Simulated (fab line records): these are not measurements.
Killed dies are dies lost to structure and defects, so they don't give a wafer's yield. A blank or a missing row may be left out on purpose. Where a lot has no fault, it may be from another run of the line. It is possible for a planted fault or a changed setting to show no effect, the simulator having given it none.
fab line records -- flow berkeleyCmos170
record: lots: 13, wafers: 39, lastDay: 14
route steps=331 shown NSD@196 V1@267 M2@287 M3@311
lots untouched by any fault: they come from a run of this same line in which no faults occurred
startH: hours from the record's first day to the start of the lot's first wafer shown -- waitH: hours since the lot's step before -- " the same as in the row above -- L1.1+2: one row covering several wafers at once -- - no value, or no start given -- * or withheld: withheld -- < > ~ a bound
route shown NAME@n: a module of which the file shows steps, and the number in the route of the first -- usual: average and standard deviation across the fault-free wafers -- same: alike in all rows -- chamber/n: place in a boat -- sites: per-site readings -- _std_site: how widely they spread, as a standard deviation -- _edge_site: outer sites' mean less inner sites' -- radiusMm: how far each site lies from the wafer's centre -- mask NAME#n: copy n -- behind: the most recent tool/chamber to have shaped the wafer -- hold: what put the lot on hold/how long, in hours/how the hold closed -- device: names the non-switching transistor (n, p or np) -- end of line: tests of these same wafers at the route's end -- for a step that has no rows: nothing shown but its recipe -- killed: not the wafer's yield, but the dies lost to structure and defects at the first sort -- map: a wafer's dies, marking killed ones x, the rest . and places with no die _
set.NAME: the run value of the setting; set.NAME@STEP: its run value at that earlier step -- model.NAME: the simulator's own value behind a step, which no gauge read
one table for each step of the route and one row for each wafer, over a sample of lots
== steps ==
step: UCB170_NSD_STRIP_09
recipe: chemistry: O2, powerW: 400, pressureMtorr: 3500, platenTempC: withheld, o2FlowSccm: 400, overashFraction: 0.5
usual: drypumpMotorCurrentA: 5.5/0.33, oesProductAu: 0.534/0.0046, stripTimeToEndpointS: 35.82/0.099
same: overashFraction: 0.5
lot.wafer,tool,chamber,startH,waitH,drypumpMotorCurrentA,oesProductAu,rfHoursCounterH,stripTimeToEndpointS
L277.3,plasmaAsher-01,0,183.12,0.1,5.0,0.531,-,35.62
L277.4,plasmaAsher-01,1,183.12,0.1,5.8,0.541,-,35.64
L277.6,plasmaAsher-01,0,183.12,0.1,5.0,0.533,-,35.75
L279.1,plasmaAsher-02,0,183.36,0.1,5.9,0.536,47,35.71
L279.2,plasmaAsher-02,1,183.36,0.1,5.3,0.534,47,35.74
L279.6,plasmaAsher-02,0,183.36,0.1,5.8,0.525,-,35.80
L278.1,plasmaAsher-03,0,183.63,0.1,5.7,0.540,47,35.69
L278.5,plasmaAsher-03,1,183.63,0.1,5.3,0.536,-,35.69
L278.6,plasmaAsher-03,0,183.63,0.1,5.7,0.535,-,35.65
L282.1,plasmaAsher-03,0,201.27,0.1,5.7,0.527,48,35.83
L282.2,plasmaAsher-03,1,201.27,0.1,5.3,0.535,48,35.88
L282.3,plasmaAsher-03,1,201.27,0.1,5.3,0.532,-,35.87
L281.4,plasmaAsher-01,1,201.41,0.1,5.8,0.536,-,36.04
L281.5,plasmaAsher-01,0,201.41,0.1,5.0,0.533,-,36.04
L281.6,plasmaAsher-01,1,201.41,0.1,5.9,0.532,-,36.04
L280.1,plasmaAsher-02,1,201.55,0.1,5.3,0.538,49,35.87
L280.2,plasmaAsher-02,0,201.55,0.1,5.9,0.536,49,35.87
L280.6,plasmaAsher-02,0,201.55,0.1,5.9,0.530,-,35.81
L285.1,plasmaAsher-02,0,224.29,0.1,5.9,0.540,52,35.87
L285.3,plasmaAsher-02,0,224.29,0.1,5.9,0.535,-,35.77
L285.5,plasmaAsher-02,1,224.29,0.1,5.3,0.596,-,30.07
L289.2,plasmaAsher-03,1,236.06,0.1,5.3,0.531,52,35.95
L289.3,plasmaAsher-03,1,236.06,0.1,5.3,0.544,-,36.03
L289.6,plasmaAsher-03,0,236.06,0.1,5.7,0.530,-,35.94
L291.3,plasmaAsher-01,0,260.62,0.1,5.0,0.525,-,35.76
L291.5,plasmaAsher-01,0,260.62,0.1,5.0,0.527,-,35.75
L291.6,plasmaAsher-01,1,260.62,0.1,5.8,0.530,-,35.74
L292.1,plasmaAsher-03,1,260.81,0.1,5.3,0.535,55,35.73
L292.3,plasmaAsher-03,1,260.81,0.1,5.3,0.540,-,35.80
L292.6,plasmaAsher-03,1,260.81,0.1,5.3,0.533,-,35.77
L295.2,plasmaAsher-03,0,275.69,0.1,5.8,0.538,56,35.95
L295.4,plasmaAsher-03,1,275.69,0.1,5.3,0.531,-,35.92
L295.5,plasmaAsher-03,0,275.69,0.1,5.7,0.538,-,35.92
L297.1,plasmaAsher-01,0,292.62,0.1,5.0,0.539,17,35.85
L297.3,plasmaAsher-01,0,292.62,0.1,5.0,0.529,-,35.88
L297.5,plasmaAsher-01,0,292.62,0.1,5.0,0.534,-,36.00
L299.1,plasmaAsher-02,0,297.28,0.1,5.9,0.535,60,35.87
L299.3,plasmaAsher-02,0,297.28,0.1,5.9,0.534,-,35.83
L299.5,plasmaAsher-02,0,297.28,0.1,5.9,0.533,-,35.94
step: UCB170_V1_OVL_MEAS_13
usual: V1_OVL: 1/4.7
lot.wafer,tool,chamber,startH,waitH,V1_OVL[nm]
L279.1,overlay-02,-,197.23,0.1,4
L279.2,overlay-02,-,197.23,0.1,9
L279.6,overlay-02,-,197.23,0.1,3
L277.3,overlay-01,-,200.65,0.1,-6
L277.4,overlay-01,-,200.65,0.1,-3
L277.6,overlay-01,-,200.65,0.1,3
L278.1,overlay-02,-,200.81,0.1,6
L278.5,overlay-02,-,200.81,0.1,3
L278.6,overlay-02,-,200.81,0.1,-2
L282.1,overlay-01,-,214.29,0.1,-6
L282.2,overlay-01,-,214.29,0.1,2
L282.3,overlay-01,-,214.29,0.1,-3
L281.4,overlay-01,-,216.37,0.1,2
L281.5,overlay-01,-,216.37,0.1,-3
L281.6,overlay-01,-,216.37,0.1,-2
L280.1,overlay-01,-,217.59,0.1,6
L280.2,overlay-01,-,217.59,0.1,8
L280.6,overlay-01,-,217.59,0.1,5
L285.1,overlay-02,-,239.19,0.1,4
L285.3,overlay-02,-,239.19,0.1,6
L285.5,overlay-02,-,239.19,0.1,0
L289.2,overlay-02,-,250.37,0.1,-1
L289.3,overlay-02,-,250.37,0.1,1
L289.6,overlay-02,-,250.37,0.1,-1
L292.1,overlay-01,-,274.95,0.1,0
L292.3,overlay-01,-,274.95,0.1,-9
L292.6,overlay-01,-,274.95,0.1,-10
L291.3,overlay-01,-,275.59,0.1,2
L291.5,overlay-01,-,275.59,0.1,-1
L291.6,overlay-01,-,275.59,0.1,8
L295.2,overlay-02,-,293.40,0.1,4
L295.4,overlay-02,-,293.40,0.1,7
L295.5,overlay-02,-,293.40,0.1,12
L297.1,overlay-02,-,307.96,0.1,10
L297.3,overlay-02,-,307.96,0.1,10
L297.5,overlay-02,-,307.96,0.1,9
L299.1,overlay-01,-,311.50,0.1,-5
L299.3,overlay-01,-,311.50,0.1,0
L299.5,overlay-01,-,311.50,0.1,6
step: UCB170_M2_OVL_MEAS_16
usual: M2_OVL: -7/4.8
lot.wafer,tool,chamber,startH,waitH,M2_OVL[nm]
L279.1,overlay-02,-,200.67,0.1,-9
L279.2,overlay-02,-,200.67,0.1,-7
L279.6,overlay-02,-,200.67,0.1,-7
L277.3,overlay-02,-,203.60,0.1,-7
L277.4,overlay-02,-,203.60,0.1,-6
L277.6,overlay-02,-,203.60,0.1,-6
L278.1,overlay-01,-,203.71,0.1,-13
L278.5,overlay-01,-,203.71,0.1,-7
L278.6,overlay-01,-,203.71,0.1,-8
L282.1,overlay-02,-,217.50,0.1,-3
L282.2,overlay-02,-,217.50,0.1,-6
L282.3,overlay-02,-,217.50,0.1,-3
L281.4,overlay-02,-,218.97,0.1,-9
L281.5,overlay-02,-,218.97,0.1,-11
L281.6,overlay-02,-,218.97,0.1,2
L280.1,overlay-02,-,220.22,0.1,-5
L280.2,overlay-02,-,220.22,0.1,-16
L280.6,overlay-02,-,220.22,0.1,-11
L285.1,overlay-02,-,242.04,0.1,-7
L285.3,overlay-02,-,242.04,0.1,-13
L285.5,overlay-02,-,242.04,0.1,-11
L289.2,overlay-01,-,253.08,0.1,2
L289.3,overlay-01,-,253.08,0.1,-12
L289.6,overlay-01,-,253.08,0.1,1
L292.1,overlay-01,-,277.85,0.1,-10
L292.3,overlay-01,-,277.85,0.1,-6
L292.6,overlay-01,-,277.85,0.1,-11
L291.3,overlay-02,-,278.59,0.1,4
L291.5,overlay-02,-,278.59,0.1,-1
L291.6,overlay-02,-,278.59,0.1,-3
L295.2,overlay-02,-,297.77,0.1,-11
L295.4,overlay-02,-,297.77,0.1,-16
L295.5,overlay-02,-,297.77,0.1,-5
L297.1,overlay-02,-,311.26,0.1,-2
L297.3,overlay-02,-,311.26,0.1,-5
L297.5,overlay-02,-,311.26,0.1,-5
L299.1,overlay-01,-,316.41,0.1,-4
L299.3,overlay-01,-,316.41,0.1,-10
L299.5,overlay-01,-,316.41,0.1,-12
step: UCB170_M3_RS_MEAS_02
recipe: thkMeasGauge: four-point-probe, reads: Al_of_M3_SPUTTER_01
usual: M3_AL_RS: 0.0320/0.00049
lot.wafer,tool,chamber,startH,waitH,M3_AL_RS[ohm/sq]
L279.1,filmMetro-03,-,203.88,0.0,0.0328
L279.2,filmMetro-03,-,203.88,0.0,0.0324
L279.6,filmMetro-03,-,203.88,0.0,0.0328
L278.1,filmMetro-04,-,206.74,0.0,0.0314
L278.5,filmMetro-04,-,206.74,0.0,0.0317
L278.6,filmMetro-04,-,206.74,0.0,0.0316
L277.3,filmMetro-02,-,207.05,0.1,0.0316
L277.4,filmMetro-02,-,207.05,0.1,0.0320
L277.6,filmMetro-02,-,207.05,0.1,0.0319
L282.1,filmMetro-02,-,220.53,0.0,0.0316
L282.2,filmMetro-02,-,220.53,0.0,0.0314
L282.3,filmMetro-02,-,220.53,0.0,0.0312
L281.4,filmMetro-02,-,222.58,0.1,0.0315
L281.5,filmMetro-02,-,222.58,0.1,0.0318
L281.6,filmMetro-02,-,222.58,0.1,0.0315
L280.1,filmMetro-03,-,223.69,0.0,0.0323
L280.2,filmMetro-03,-,223.69,0.0,0.0327
L280.6,filmMetro-03,-,223.69,0.0,0.0326
L285.1,filmMetro-03,-,245.73,0.0,0.0326
L285.3,filmMetro-03,-,245.73,0.0,0.0323
L285.5,filmMetro-03,-,245.73,0.0,0.0325
L289.2,filmMetro-04,-,256.69,0.1,0.0317
L289.3,filmMetro-04,-,256.69,0.1,0.0319
L289.6,filmMetro-04,-,256.69,0.1,0.0319
L292.1,filmMetro-02,-,281.15,0.0,0.0318
L292.3,filmMetro-02,-,281.15,0.0,0.0317
L292.6,filmMetro-02,-,281.15,0.0,0.0319
L291.3,filmMetro-02,-,282.34,0.1,0.0317
L291.5,filmMetro-02,-,282.34,0.1,0.0318
L291.6,filmMetro-02,-,282.34,0.1,0.0317
L295.2,filmMetro-02,-,301.01,0.1,0.0320
L295.4,filmMetro-02,-,301.01,0.1,0.0320
L295.5,filmMetro-02,-,301.01,0.1,0.0319
L297.1,filmMetro-02,-,315.47,0.0,0.0318
L297.3,filmMetro-02,-,315.47,0.0,0.0320
L297.5,filmMetro-02,-,315.47,0.0,0.0315
L299.1,filmMetro-02,-,320.88,0.0,0.0317
L299.3,filmMetro-02,-,320.88,0.0,0.0315
L299.5,filmMetro-02,-,320.88,0.0,0.0321
== key ==
firstSign: step: UCB170_NSD_STRIP_09, reading: stripTimeToEndpointS, direction: down, sigmas: 58, usual: *, struck: *
effect: step: UCB170_NSD_STRIP_09, reading: oesProductAu, direction: up, sigmas: 13, usual: 0.534, struck: 0.596
metAt UCB170_NSD_STRIP_09
struckLots L285
struckWafers L285.5
testerLeftOut L285
notActingAt UCB170_V1_OVL_MEAS_13,UCB170_M2_OVL_MEAS_16,UCB170_M3_RS_MEAS_02
onsetBetween 201.55 224.29
fault: kind: processParameterDrift, tool: plasmaAsher-02, chamber: 1, onsetH: 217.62, steps: UCB170_NSD_STRIP_09, channel: powerW, offset: 108.32, shape: step, endH: 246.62, actsIn: theseRecipesOnly, stated: 400
testerLeftOut: of these lots the tester's yield and bins aren't shown, on N5 and GAA mostly nor the transistor test; their killed dies are dies lost to structure and defects alone, not to doping, threshold or leakage, so they don't give the yield
